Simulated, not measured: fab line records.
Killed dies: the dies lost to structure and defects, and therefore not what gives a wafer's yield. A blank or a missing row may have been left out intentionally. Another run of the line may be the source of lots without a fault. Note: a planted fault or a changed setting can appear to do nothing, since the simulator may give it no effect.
Lot-split experiment	flow berkeley-cmos170	23 wafers read from 5 lots, route of 331 steps

## SPLIT DETAILS
At UCB170_V2_COAT_07 (resist thk 900 nm), the setting resist-thk-nm was moved away from the recipe's 900 nm on 5 of the 23 wafers read, by -1.9% to +2.0%. All remaining wafers had this setting at the recipe value.

## FROM THE SPLIT TO THE READING: what the file shows between them, 2 steps
- UCB170_V2_SOFTBAKE_08: time 60 s
- UCB170_V2_EXPOSE_09: exposes mask VIA2, target cd 700 nm

## THE READING
KrF_of_V2_COAT_07.thk-nm (the simulator's own value, which no gauge read), in nm, at UCB170_V2_ETCH_14 (etches SiO2 in CHF3/CF4/Ar, stops on Al, target depth 1250 nm, time 291 s). The file does not state a usual value for it. Average 610.3 nm, standard deviation 3.4 nm, over the 18 wafers here run with the recipe.

wafer	tool, chamber at the split	resist-thk-nm as run, nm	against the recipe	KrF_of_V2_COAT_07.thk-nm, nm	against lot-mates on the recipe
L075.1	litho-track-01, 0	900	recipe	613.4	-
L075.2	litho-track-01, 0	900	recipe	608.7	-
L075.4	litho-track-01, 0	900	recipe	610.6	-
L075.5	litho-track-01, 0	900	recipe	613.5	-
L075.6	litho-track-01, 0	900	recipe	609.7	-
L076.2	litho-track-04, 0	900	recipe	605.5	-
L076.3	litho-track-04, 0	900	recipe	612.1	-
L076.4	litho-track-04, 0	882.5	-1.9%	595.6	-13.2
L076.5	litho-track-04, 0	882.5	-1.9%	595.1	-13.7
L076.6	litho-track-04, 0	882.5	-1.9%	593.5	-15.3
L077.1	litho-track-01, 0	918.1	+2.0%	623.7	+14.8
L077.2	litho-track-01, 0	918.1	+2.0%	626.9	+18.0
L077.3	litho-track-01, 0	900	recipe	610.7	-
L077.4	litho-track-01, 0	900	recipe	602.5	-
L077.5	litho-track-01, 0	900	recipe	613.4	-
L083.2	litho-track-01, 0	900	recipe	610.4	-
L083.3	litho-track-01, 0	900	recipe	609.6	-
L083.4	litho-track-01, 0	900	recipe	608.3	-
L083.5	litho-track-01, 0	900	recipe	608.8	-
L083.6	litho-track-01, 0	900	recipe	606.1	-
L085.3	litho-track-04, 0	900	recipe	616.8	-
L085.4	litho-track-04, 0	900	recipe	609.8	-
L085.5	litho-track-04, 0	900	recipe	614.8	-

THE FIT
A straight line over all 23 wafers: KrF_of_V2_COAT_07.thk-nm changes by +7.76 nm for each +1% of resist-thk-nm; r = +0.92; the points scatter about the line by 3.2 nm.
The same after taking each lot's own level away (the mean of its wafers on the recipe; 23 wafers): +7.64 nm for each +1%; r = +0.94; scatter 2.7 nm.
According to that fit, moving resist-thk-nm by its largest amount changes the reading by 15 nm.
Across the lots, their own levels run from 608.64 to 613.80 nm, a range of 1.5 times the standard deviation given above.
So the lot-to-lot level changes the slope little: the two slopes agree.
Check: +15.8 nm against its lot-mates is what the line predicts for one of the wafers moved furthest among these (+2.0%) when that wafer is left out of the fit. It came out at +14.8 nm against them.

## THE WHOLE CHAIN: every reading that the file lists as answering this split, in the file's order
step	what it does	reading	change (the file's fit)	r (the file's)
UCB170_V2_COAT_07	resist thk 900 nm	KrF_of_V2_COAT_07.thk-nm (the simulator's own value, which no gauge read)	+8.29 nm for each +1% of the setting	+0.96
UCB170_V2_ETCH_14	etches SiO2 in CHF3/CF4/Ar, stops on Al, target depth 1250 nm, time 291 s	KrF_of_V2_COAT_07.thk-nm (the simulator's own value, which no gauge read)	+7.72 nm for each +1% of the setting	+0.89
UCB170_V2_STRIP_15	strips in O2	strip-time-to-endpoint-s	withheld for each +1% of the setting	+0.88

## FILE'S OWN FIT
KrF_of_V2_COAT_07.thk-nm changes by +7.72 nm for each +1% of resist-thk-nm, r = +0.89.
